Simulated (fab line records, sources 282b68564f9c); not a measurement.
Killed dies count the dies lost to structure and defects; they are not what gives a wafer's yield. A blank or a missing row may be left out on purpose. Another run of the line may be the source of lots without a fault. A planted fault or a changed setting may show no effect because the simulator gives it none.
Split-lot experiment	flow rit_cmos	5 lots, 23 wafers read, on a route of 202 steps

## ABOUT THE SPLIT
At RIT_SPACER_CVD_03 (deposits Si3N4 from SiH2Cl2/NH3, target thk 250 nm, time 3300 s), the setting temp_c was moved away from the recipe's 810 C on 20 of the 23 wafers read, by -2.3% to +2.5%. This setting was run at the recipe's value on the other wafers.

## FROM SPLIT TO READING: 1 step shown by the file between the two
- RIT_SPACER_THK_MEAS_04

## THE READING
oes_product_au, in a.u., at RIT_SPACER_ETCHBACK_05 (etches Si3N4 in SF6/CHF3, stops on SiO2, target depth 250 nm, time 240 s). A value of 0.848 a.u. with a standard deviation of 0.017 a.u. is what fault-free wafers of this fab line usually give.

wafer	tool, chamber at the split	temp_c as run, C	against the recipe	oes_product_au, a.u.	against lot-mates on the recipe
L074.1	-, -	803.6	-0.8%	0.794	no lot-mate on the recipe
L074.3	-, -	803.6	-0.8%	0.788	no lot-mate on the recipe
L074.4	-, -	803.6	-0.8%	0.792	no lot-mate on the recipe
L074.5	-, -	803.6	-0.8%	0.789	no lot-mate on the recipe
L074.6	-, -	803.6	-0.8%	0.778	no lot-mate on the recipe
L078.1	-, -	791.6	-2.3%	0.656	no lot-mate on the recipe
L078.2	-, -	791.6	-2.3%	0.685	no lot-mate on the recipe
L078.3	-, -	791.6	-2.3%	0.675	no lot-mate on the recipe
L078.5	-, -	791.6	-2.3%	0.681	no lot-mate on the recipe
L078.6	-, -	791.6	-2.3%	0.665	no lot-mate on the recipe
L080.1	-, -	824.8	+1.8%	1.019	no lot-mate on the recipe
L080.3	-, -	824.8	+1.8%	1.021	no lot-mate on the recipe
L080.4	-, -	824.8	+1.8%	1.019	no lot-mate on the recipe
L080.5	-, -	824.8	+1.8%	1.006	no lot-mate on the recipe
L080.6	-, -	824.8	+1.8%	1.022	no lot-mate on the recipe
L082.1	-, -	830	+2.5%	1.006	no lot-mate on the recipe
L082.2	-, -	830	+2.5%	1.044	no lot-mate on the recipe
L082.4	-, -	830	+2.5%	1.005	no lot-mate on the recipe
L082.5	-, -	830	+2.5%	0.998	no lot-mate on the recipe
L082.6	-, -	830	+2.5%	1.005	no lot-mate on the recipe
L084.3	lpcvd-02, 0	810	recipe	0.821	-
L084.5	lpcvd-02, 0	810	recipe	0.827	-
L084.6	lpcvd-02, 0	810	recipe	0.855	-

THE FIT
A straight line over all 23 wafers: oes_product_au changes by +0.0763 a.u. for each +1% of temp_c; r = +0.99; the points scatter about the line by 0.023 a.u.
Too few moved wafers with a lot-mate on the recipe to fit a line net of each lot's own level.

## THE WHOLE CHAIN: every reading that the file lists as answering this split, in the file's order
step	what it does	reading	change (the file's fit)	r (the file's)
RIT_SPACER_CVD_03	deposits Si3N4 from SiH2Cl2/NH3, target thk 250 nm, time 3300 s	Si3N4_of_SPACER_CVD_03.thk_nm (the simulator's own value, which no gauge read)	+37 nm for each +1% of the setting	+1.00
RIT_SPACER_THK_MEAS_04		SPACER_NITRIDE_THK	+37 for each +1% of the setting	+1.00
RIT_SPACER_ETCHBACK_05	etches Si3N4 in SF6/CHF3, stops on SiO2, target depth 250 nm, time 240 s	oes_product_au	+0.0762 a.u. for each +1% of the setting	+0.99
RIT_SPACER_ETCHBACK_05	etches Si3N4 in SF6/CHF3, stops on SiO2, target depth 250 nm, time 240 s	Si3N4_of_SPACER_CVD_03.thk_nm (the simulator's own value, which no gauge read)	+28.7 nm for each +1% of the setting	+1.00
RIT_SPACER_ETCHBACK_05	etches Si3N4 in SF6/CHF3, stops on SiO2, target depth 250 nm, time 240 s	etch.depth_nm (the simulator's own value, which no gauge read)	+30.7 nm for each +1% of the setting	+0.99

## FILE'S OWN FIT
oes_product_au changes by +0.0762 a.u. for each +1% of temp_c, r = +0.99.
